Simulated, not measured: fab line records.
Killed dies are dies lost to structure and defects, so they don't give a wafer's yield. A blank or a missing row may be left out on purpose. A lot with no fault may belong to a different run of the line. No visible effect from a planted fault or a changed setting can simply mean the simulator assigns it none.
Matching of chambers -- flow berkeleyCmos170 -- UCB170_V1_CMP_02 on cmp-02 has 4 sister chambers
The step polishes SiO2. 14 wafers are shown with their chamber, then 7 later ones without.

== WAFERS WITH THEIR CHAMBER ==
wafer,chamber,motorCurrentA (A),edgeZonePressureFrac
L424.1,0,14.5,0.992
L424.3,3,13.4,1.003
L424.5,3,13.3,0.996
L429.1,3,13.6,0.993
L429.2,2,14.2,0.997
L429.4,0,16.8,0.997
L433.2,1,15.2,0.999
L433.3,2,14.5,1.004
L433.6,1,15.7,1.001
L436.1,2,15.1,1.002
L436.3,3,14.4,0.997
L436.4,1,16.1,0.997
L440.2,3,12.9,0.997
L440.4,2,14.6,0.990

SIGNATURES (means of the wafers above)
reading,chamber 0,chamber 1,chamber 2,chamber 3,scatter within a chamber
motorCurrentA,15.650,15.667,14.600,13.520,0.686
edgeZonePressureFrac,0.99450,0.99900,0.99825,0.99720,0.00436
Rule: distance of a wafer from a chamber = root of the sum over the readings of ((wafer's reading minus chamber's mean) / reading's scatter) squared. The wafer belongs to the nearest chamber; if the next one is less than 2 further off, it can't be placed. The scatter is the square root of a quotient: the sum, over the shown wafers, of each reading's squared deviation from its chamber's mean, divided by wafers minus chambers.

== WAFERS WITH NO CHAMBER GIVEN ==
wafer,motorCurrentA (A),edgeZonePressureFrac
L440.5,15.6,1.001
L444.1,14.5,0.997
L444.3,15.0,0.999
L444.6,15.1,0.994
L446.1,15.4,0.994
L446.2,13.7,1.009
L446.5,13.5,1.000

== EACH ONE'S CHAMBER ==
wafer,from the rows above,in truth
L440.5,can't be placed: 1 or 0 or 2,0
L444.1,can't be placed: 2 or 3 or 1 or 0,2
L444.3,can't be placed: 2 or 1 or 0 or 3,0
L444.6,can't be placed: 0 or 2 or 1 or 3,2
L446.1,can't be placed: 0 or 1 or 2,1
L446.2,can't be placed: 3 or 2 or 1 or 0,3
L446.5,can't be placed: 3 or 2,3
Correct placement for 0 of the 7. Can't be placed from these rows: 7 (the true chamber is among the candidates in 7). Wrongly placed: 0.
